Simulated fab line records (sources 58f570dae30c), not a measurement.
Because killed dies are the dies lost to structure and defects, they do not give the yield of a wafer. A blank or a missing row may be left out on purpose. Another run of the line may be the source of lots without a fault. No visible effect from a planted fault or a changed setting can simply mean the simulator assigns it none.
fab line records ; flow berkeley_cmos170
record lots=14; wafers=42; last_day=11
route steps=331 shown V2@294 M3@310
lots with no fault: from the same line, run without faults
start_h: start of the lot's first displayed wafer, in hours after the record's first day ; wait_h: time in hours since the lot's previous step ; " identical to the entry in the row above ; L1.1+2: a row that stands for several wafers ; - either no value or no given start ; * or withheld: withheld ; < > ~ a bound
route shown NAME@n: NAME is a module with steps in the file, n the number in the route of the first one ; usual: the fault-free wafers' mean and standard deviation ; same: alike in all rows ; chamber/n: place in a boat ; sites: the reading at each site ; _std_site: their standard deviation ; _edge_site: outer sites' mean less inner sites' ; radius_mm: for every site, how far away it sits from the centre of the wafer ; mask NAME#n: copy n ; behind: tool/chamber where the wafer was last shaped ; hold: what put the lot on hold/how long, in hours/how the hold closed ; device: transistor that didn't switch, given as n, p or np ; end of line: the tests these same wafers got at the end of their route ; for a step that has no rows: nothing shown but its recipe ; killed: dies that structure and defects cost at the first sort, which is not the same as the wafer's yield ; map: dies across one wafer; x = killed, . = not, _ = none there
set.NAME: the setting as run; set.NAME@STEP: as run at that earlier step ; model.NAME: the simulator's own value behind a step, which no gauge read
a sample of lots followed through the steps of the route, with each step as a table and each wafer as a row
services: when a tool's chamber went out of use (start_h, in hours from the record's first day, below 0 if earlier), for how many hours, and the reason
## steps
# step UCB170_V2_CMP_02
# recipe material=SiO2; down_force_psi=6; platen_rpm=60; pad_velocity_m_s=0.75398
# usual motor_current_A=16.0/1.5; slurry_flow_ml_min=150.0/0.44
lot.wafer;tool;chamber;start_h;wait_h;motor_current_A;slurry_flow_ml_min
L966.4;cmp-02;0;170.12;0.1;17.8;150.0
L966.1;cmp-02;2;170.12;0.1;17.5;149.7
L966.6;cmp-02;0;170.12;0.1;19.4;149.6
L967.1;cmp-01;0;170.76;0.1;15.0;150.2
L967.3;cmp-01;2;170.76;0.1;15.3;150.5
L967.5;cmp-01;0;170.76;0.1;15.5;149.3
L965.4;cmp-02;3;174.29;0.1;16.0;150.1
L965.1;cmp-02;0;174.29;0.1;18.7;149.9
L965.6;cmp-02;1;174.29;0.1;14.0;149.8
L969.4;cmp-01;0;174.52;0.1;14.6;148.8
L969.3;cmp-01;1;174.52;0.1;16.2;150.5
L969.6;cmp-01;3;174.52;0.1;17.2;150.0
L968.2;cmp-02;1;174.92;0.2;14.8;149.8
L968.6;cmp-02;2;174.92;0.2;17.8;149.8
L968.5;cmp-02;3;174.92;0.2;16.0;150.4
L971.4;cmp-02;3;184.19;0.1;16.7;149.9
L971.3;cmp-02;1;184.19;0.1;14.0;150.5
L971.6;cmp-02;2;184.19;0.1;17.5;150.5
L970.4;cmp-01;3;184.23;0.0;16.8;150.0
L970.2;cmp-01;2;184.23;0.0;14.7;149.5
L970.6;cmp-01;3;184.23;0.0;17.3;150.1
L972.1;cmp-02;0;188.80;0.1;18.5;149.8
L972.3;cmp-02;2;188.80;0.1;17.7;150.4
L972.5;cmp-02;1;188.80;0.1;13.8;149.7
L973.1;cmp-02;2;206.26;0.2;17.7;150.5
L973.5;cmp-02;3;206.26;0.2;16.1;149.8
L973.6;cmp-02;0;206.26;0.2;16.7;150.0
L974.4;cmp-02;1;211.66;0.1;13.4;150.0
L974.3;cmp-02;2;211.66;0.1;17.9;149.6
L974.6;cmp-02;1;211.66;0.1;13.8;149.8
L979.2;cmp-01;1;237.56;0.0;15.9;149.5
L979.6;cmp-01;1;237.56;0.0;15.8;149.5
L979.5;cmp-01;2;237.56;0.0;14.2;149.0
L983.4;cmp-01;0;259.89;0.1;15.4;150.6
L983.2;cmp-01;2;259.89;0.1;14.5;149.3
L983.6;cmp-01;3;259.89;0.1;16.9;150.2
L986.3;cmp-01;1;260.23;0.0;16.3;149.9
L986.2;cmp-01;3;260.23;0.0;16.0;149.9
L986.5;cmp-01;1;260.23;0.0;16.3;149.0
L987.2;cmp-01;0;260.53;0.1;14.8;150.3
L987.1;cmp-01;2;260.53;0.1;15.3;150.4
L987.6;cmp-01;1;260.53;0.1;15.1;151.2
# step UCB170_V2_BOW_MEAS_03
# recipe mode=bow
# usual V2_BOW=37/7.8
lot.wafer;tool;chamber;start_h;wait_h;V2_BOW[um]
L966.1;film_metro-01;-;170.37;0.1;34
L966.4;film_metro-01;-;170.37;0.1;35
L966.6;film_metro-01;-;170.37;0.1;31
L967.1;film_metro-02;-;171.06;0.2;39
L967.3;film_metro-02;-;171.06;0.2;40
L967.5;film_metro-02;-;171.06;0.2;48
L965.1;film_metro-01;-;174.49;0.1;28
L965.4;film_metro-01;-;174.49;0.1;29
L965.6;film_metro-01;-;174.49;0.1;44
L969.3;film_metro-03;-;174.81;0.2;23
L969.4;film_metro-03;-;174.81;0.2;37
L969.6;film_metro-03;-;174.81;0.2;55
L968.2;film_metro-01;-;175.09;0.1;46
L968.5;film_metro-01;-;175.09;0.1;49
L968.6;film_metro-01;-;175.09;0.1;26
L971.3;film_metro-02;-;184.48;0.1;34
L971.4;film_metro-02;-;184.48;0.1;31
L971.6;film_metro-02;-;184.48;0.1;41
L970.2;film_metro-01;-;184.55;0.1;33
L970.4;film_metro-01;-;184.55;0.1;34
L970.6;film_metro-01;-;184.55;0.1;52
L972.1;film_metro-02;-;189.10;0.2;29
L972.3;film_metro-02;-;189.10;0.2;27
L972.5;film_metro-02;-;189.10;0.2;33
L973.1;film_metro-03;-;206.41;0.1;43
L973.5;film_metro-03;-;206.41;0.1;37
L973.6;film_metro-03;-;206.41;0.1;48
L974.3;film_metro-01;-;211.95;0.2;43
L974.4;film_metro-01;-;211.95;0.2;32
L974.6;film_metro-01;-;211.95;0.2;35
L979.2;film_metro-01;-;237.88;0.3;47
L979.5;film_metro-01;-;237.88;0.3;36
L979.6;film_metro-01;-;237.88;0.3;40
L983.2;film_metro-01;-;260.16;0.1;40
L983.4;film_metro-01;-;260.16;0.1;43
L983.6;film_metro-01;-;260.16;0.1;45
L986.2;film_metro-03;-;260.55;0.2;45
L986.3;film_metro-03;-;260.55;0.2;45
L986.5;film_metro-03;-;260.55;0.2;41
L987.1;film_metro-03;-;260.83;0.1;37
L987.2;film_metro-03;-;260.83;0.1;43
L987.6;film_metro-03;-;260.83;0.1;44
# step UCB170_V2_THK_MEAS_04
# recipe reads=SiO2_of_V2_CVD_00
# usual V2_POLISHED_THK=1000.6/1.2
lot.wafer;tool;chamber;start_h;wait_h;V2_POLISHED_THK[nm]
L966.1;film_metro-01;-;170.49;0.1;1002.6
L966.4;film_metro-01;-;170.49;0.1;1000.2
L966.6;film_metro-01;-;170.49;0.1;1001.4
L967.1;film_metro-02;-;171.18;0.1;998.9
L967.3;film_metro-02;-;171.18;0.1;1001.2
L967.5;film_metro-02;-;171.18;0.1;999.2
L965.1;film_metro-01;-;174.61;0.1;1000.1
L965.4;film_metro-01;-;174.61;0.1;999.8
L965.6;film_metro-01;-;174.61;0.1;999.3
L969.3;film_metro-03;-;174.91;0.1;1000.9
L969.4;film_metro-03;-;174.91;0.1;1000.3
L969.6;film_metro-03;-;174.91;0.1;998.9
L968.2;film_metro-01;-;175.20;0.1;1001.5
L968.5;film_metro-01;-;175.20;0.1;1000.2
L968.6;film_metro-01;-;175.20;0.1;1000.6
L971.3;film_metro-02;-;184.58;0.1;1000.1
L971.4;film_metro-02;-;184.58;0.1;998.7
L971.6;film_metro-02;-;184.58;0.1;1001.0
L970.2;film_metro-01;-;184.66;0.1;1000.8
L970.4;film_metro-01;-;184.66;0.1;999.2
L970.6;film_metro-01;-;184.66;0.1;997.8
L972.1;film_metro-02;-;189.22;0.1;1000.2
L972.3;film_metro-02;-;189.22;0.1;1001.2
L972.5;film_metro-02;-;189.22;0.1;999.2
L973.1;film_metro-03;-;206.53;0.1;1347.7
L973.5;film_metro-03;-;206.53;0.1;1355.8
L973.6;film_metro-03;-;206.53;0.1;1367.9
L974.3;film_metro-01;-;212.05;0.1;1337.9
L974.4;film_metro-01;-;212.05;0.1;1346.5
L974.6;film_metro-01;-;212.05;0.1;1348.4
L979.2;film_metro-01;-;237.99;0.1;1000.1
L979.5;film_metro-01;-;237.99;0.1;1002.1
L979.6;film_metro-01;-;237.99;0.1;1002.6
L983.2;film_metro-01;-;260.27;0.1;1001.9
L983.4;film_metro-01;-;260.27;0.1;1000.3
L983.6;film_metro-01;-;260.27;0.1;1000.5
L986.2;film_metro-03;-;260.66;0.1;1001.4
L986.3;film_metro-03;-;260.66;0.1;1001.9
L986.5;film_metro-03;-;260.66;0.1;1001.3
L987.1;film_metro-03;-;260.95;0.1;1002.3
L987.2;film_metro-03;-;260.95;0.1;1000.7
L987.6;film_metro-03;-;260.95;0.1;1002.2
# step UCB170_V2_ETCH_14
# recipe chemistry=CHF3/CF4/Ar; target=SiO2; stop_on=Al; CHF3_flow_sccm=45; cf4_flow_sccm=15; Ar_flow_sccm=150; pressure_mtorr=200; rf_w=700; target_depth_a=12500; over_etch_frac=0.25; time_s=291
# usual drypump_motor_current_A=5.8/0.56; oes_product_au=0.876/0.011; throttle_valve_pct=6.98/0.12
lot.wafer;tool;chamber;start_h;wait_h;drypump_motor_current_A;oes_product_au;rf_hours_counter_h;throttle_valve_pct
L966.1;rie_diel-01;3;172.13;0.0;5.5;0.866;114;6.84
L966.4;rie_diel-01;1;172.13;0.0;5.0;0.874;10;7.06
L966.6;rie_diel-01;0;172.13;0.0;5.9;0.873;-;6.83
L967.1;rie_diel-03;1;172.68;0.0;6.0;0.862;19;7.07
L967.3;rie_diel-03;0;172.68;0.0;5.9;0.866;17;7.06
L967.5;rie_diel-03;2;172.68;0.0;6.5;0.894;-;7.13
L965.1;rie_diel-03;3;175.86;0.0;6.7;0.871;92;6.88
L965.4;rie_diel-03;2;175.86;0.0;6.5;0.892;130;7.13
L965.6;rie_diel-03;1;175.86;0.0;5.9;0.871;-;7.08
L969.3;rie_diel-02;2;176.26;0.0;5.2;0.900;18;6.85
L969.4;rie_diel-02;3;176.26;0.0;6.2;0.872;110;7.17
L969.6;rie_diel-02;3;176.26;0.0;6.2;0.878;-;7.17
L968.2;rie_diel-01;0;176.56;0.0;5.9;0.861;40;6.81
L968.5;rie_diel-01;0;176.56;0.0;5.9;0.863;-;6.82
L968.6;rie_diel-01;3;176.56;0.0;5.6;0.874;-;6.83
L971.3;rie_diel-01;3;185.92;0.0;5.5;0.884;115;6.83
L971.4;rie_diel-01;1;185.92;0.0;5.0;0.876;10;7.04
L971.6;rie_diel-01;2;185.92;0.0;5.0;0.880;-;7.06
L970.2;rie_diel-03;3;186.36;0.0;6.7;0.880;93;6.88
L970.4;rie_diel-03;2;186.36;0.0;6.5;0.890;130;7.14
L970.6;rie_diel-03;1;186.36;0.0;5.9;0.866;-;7.06
L972.1;rie_diel-03;1;191.16;0.0;5.9;0.872;20;7.08
L972.3;rie_diel-03;3;191.16;0.0;6.7;0.877;93;6.85
L972.5;rie_diel-03;0;191.16;0.0;6.0;0.859;-;7.04
L973.1;rie_diel-03;1;208.34;0.0;6.0;0.992;21;7.07
L973.5;rie_diel-03;3;208.34;0.0;6.7;0.995;-;6.88
L973.6;rie_diel-03;0;208.34;0.0;5.9;0.992;-;7.08
L974.3;rie_diel-01;0;213.29;0.0;5.9;0.984;42;6.83
L974.4;rie_diel-01;3;213.29;0.0;5.5;1.007;116;6.85
L974.6;rie_diel-01;3;213.29;0.0;5.5;1.012;-;6.83
L979.2;rie_diel-03;2;239.97;0.0;6.5;0.898;133;7.13
L979.5;rie_diel-03;0;239.97;0.0;5.9;0.862;-;7.06
L979.6;rie_diel-03;1;239.97;0.0;6.0;0.860;-;7.08
L983.2;rie_diel-02;2;261.81;0.0;5.2;0.902;22;6.84
L983.4;rie_diel-02;3;261.81;0.0;6.2;0.873;114;7.17
L983.6;rie_diel-02;3;261.81;0.0;6.2;0.873;-;7.18
L986.2;rie_diel-02;2;262.11;0.0;5.2;0.892;22;6.85
L986.3;rie_diel-02;0;262.11;0.0;6.1;0.862;94;6.94
L986.5;rie_diel-02;3;262.11;0.0;6.2;0.869;-;7.17
L987.1;rie_diel-02;0;262.78;0.0;6.1;0.863;94;6.94
L987.2;rie_diel-02;2;262.78;0.0;5.2;0.890;22;6.84
L987.6;rie_diel-02;2;262.78;0.0;5.2;0.897;-;6.85
# step UCB170_V2_CD_MEAS_90
# recipe target_cd_nm=700
# usual cd_nm=700.4/1.5
lot.wafer;tool;chamber;start_h;wait_h;cd_nm
L966.1;cd_sem-01;-;172.41;0.1;702.0
L966.4;cd_sem-01;-;172.41;0.1;701.2
L966.6;cd_sem-01;-;172.41;0.1;701.7
L967.1;cd_sem-02;-;172.96;0.1;700.5
L967.3;cd_sem-02;-;172.96;0.1;701.9
L967.5;cd_sem-02;-;172.96;0.1;700.3
L965.1;cd_sem-01;-;176.14;0.1;698.2
L965.4;cd_sem-01;-;176.14;0.1;698.2
L965.6;cd_sem-01;-;176.14;0.1;697.1
L969.3;cd_sem-01;-;176.58;0.1;701.2
L969.4;cd_sem-01;-;176.58;0.1;699.7
L969.6;cd_sem-01;-;176.58;0.1;702.0
L968.2;cd_sem-02;-;176.86;0.1;700.6
L968.5;cd_sem-02;-;176.86;0.1;700.9
L968.6;cd_sem-02;-;176.86;0.1;700.8
L971.3;cd_sem-02;-;186.24;0.1;700.2
L971.4;cd_sem-02;-;186.24;0.1;700.5
L971.6;cd_sem-02;-;186.24;0.1;700.5
L970.2;cd_sem-01;-;186.66;0.1;700.0
L970.4;cd_sem-01;-;186.66;0.1;698.2
L970.6;cd_sem-01;-;186.66;0.1;699.4
L972.1;cd_sem-02;-;191.44;0.1;700.3
L972.3;cd_sem-02;-;191.44;0.1;700.7
L972.5;cd_sem-02;-;191.44;0.1;700.4
L973.1;cd_sem-02;-;208.62;0.1;702.4
L973.5;cd_sem-02;-;208.62;0.1;702.7
L973.6;cd_sem-02;-;208.62;0.1;700.9
L974.3;cd_sem-02;-;213.61;0.1;698.4
L974.4;cd_sem-02;-;213.61;0.1;697.7
L974.6;cd_sem-02;-;213.61;0.1;698.1
L979.2;cd_sem-01;-;240.27;0.1;702.2
L979.5;cd_sem-01;-;240.27;0.1;702.4
L979.6;cd_sem-01;-;240.27;0.1;702.5
L983.2;cd_sem-01;-;262.11;0.1;702.9
L983.4;cd_sem-01;-;262.11;0.1;699.4
L983.6;cd_sem-01;-;262.11;0.1;701.4
L986.2;cd_sem-01;-;262.41;0.1;699.4
L986.3;cd_sem-01;-;262.41;0.1;699.0
L986.5;cd_sem-01;-;262.41;0.1;698.4
L987.1;cd_sem-01;-;263.05;0.1;701.3
L987.2;cd_sem-01;-;263.05;0.1;700.3
L987.6;cd_sem-01;-;263.05;0.1;698.3
# step UCB170_M3_SPUTTER_01
# recipe material=Al; target_thk_nm=900; time_s=120; power_w=6000; chamber_pressure_pa=0.5
# usual throttle_valve_pct=29.8/0.77
lot.wafer;tool;chamber;start_h;wait_h;throttle_valve_pct
L966.1;pvd_sputter-04;-;172.60;0.0;28.4
L966.4;pvd_sputter-04;-;172.60;0.0;28.6
L966.6;pvd_sputter-04;-;172.60;0.0;28.4
L967.1;pvd_sputter-02;-;173.15;0.0;30.5
L967.3;pvd_sputter-02;-;173.15;0.0;29.1
L967.5;pvd_sputter-02;-;173.15;0.0;29.9
L965.1;pvd_sputter-03;-;176.32;0.0;29.7
L965.4;pvd_sputter-03;-;176.32;0.0;30.3
L965.6;pvd_sputter-03;-;176.32;0.0;30.1
L969.3;pvd_sputter-04;-;176.72;0.0;29.6
L969.4;pvd_sputter-04;-;176.72;0.0;28.5
L969.6;pvd_sputter-04;-;176.72;0.0;28.5
L968.2;pvd_sputter-02;-;177.02;0.0;29.9
L968.5;pvd_sputter-02;-;177.02;0.0;29.0
L968.6;pvd_sputter-02;-;177.02;0.0;31.1
L971.3;pvd_sputter-03;-;186.38;0.0;30.3
L971.4;pvd_sputter-03;-;186.38;0.0;29.5
L971.6;pvd_sputter-03;-;186.38;0.0;29.7
L970.2;pvd_sputter-02;-;186.83;0.0;31.6
L970.4;pvd_sputter-02;-;186.83;0.0;29.3
L970.6;pvd_sputter-02;-;186.83;0.0;31.2
L972.1;pvd_sputter-04;-;191.63;0.0;28.7
L972.3;pvd_sputter-04;-;191.63;0.0;29.4
L972.5;pvd_sputter-04;-;191.63;0.0;29.7
L979.2;pvd_sputter-03;-;240.43;0.0;29.8
L979.5;pvd_sputter-03;-;240.43;0.0;30.4
L979.6;pvd_sputter-03;-;240.43;0.0;30.2
L983.2;pvd_sputter-04;-;262.27;0.0;28.8
L983.4;pvd_sputter-04;-;262.27;0.0;29.5
L983.6;pvd_sputter-04;-;262.27;0.0;29.7
L986.2;pvd_sputter-02;-;262.58;0.0;31.4
L986.3;pvd_sputter-02;-;262.58;0.0;29.0
L986.5;pvd_sputter-02;-;262.58;0.0;29.8
L987.1;pvd_sputter-03;-;263.24;0.0;29.9
L987.2;pvd_sputter-03;-;263.24;0.0;30.3
L987.6;pvd_sputter-03;-;263.24;0.0;29.5
## services
tool;chamber;start_h;hours;kind
rie_diel-03;1;193.92;3.0;repair
cmp-01;-;198.42;1.2;repair
pvd_sputter-04;-;201.11;2.4;repair
pvd_sputter-04;3;204.91;-;consumable_replace:kit
pvd_sputter-04;3;204.91;18.0;scheduled_down
pvd_sputter-04;3;204.91;18.0;vent_cycle
rie_diel-02;-;223.26;1.9;repair
rie_diel-03;2;227.47;1.5;repair
rie_diel-02;1;231.91;2.4;repair
cmp-01;-;232.00;4.0;pm
cmp-01;-;236.00;-;consumable_replace:conditioner
cmp-01;-;236.00;-;consumable_replace:pad
rie_diel-03;-;237.47;0.9;repair
rie_diel-03;-;245.10;4.0;pm
rie_diel-03;-;261.06;4.3;pm
## key
first_sign step=UCB170_V2_THK_MEAS_04; reading=V2_POLISHED_THK; direction=up; sigmas=99+; usual=1000.6; struck=1350.7
effect step=UCB170_V2_ETCH_14; reading=oes_product_au; direction=up; sigmas=11; usual=0.876; struck=0.997
met_at UCB170_V2_CMP_02
struck_lots L973,L974
later_rows_left_out L973.1,L973.5,L973.6,L974.3,L974.4,L974.6
sort_left_out L973.1,L973.5,L973.6,L974.3,L974.4,L974.6
not_acting_at UCB170_V2_BOW_MEAS_03,UCB170_V2_CD_MEAS_90,UCB170_M3_SPUTTER_01
onset_between 188.80 206.26
fault kind=process_parameter_drift; tool=cmp-02; chamber=-; onset_h=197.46; steps=UCB170_V2_CMP_02; channel=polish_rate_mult; offset=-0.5; shape=step; end_h=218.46
# sort_left_out: the simulated sort isn't trusted on such a fault, so these wafers' sort isn't shown, and their yield isn't known
# later_rows_left_out: the simulator's readings of these wafers behind a module that went badly wrong aren't trusted and aren't shown, but for the sort
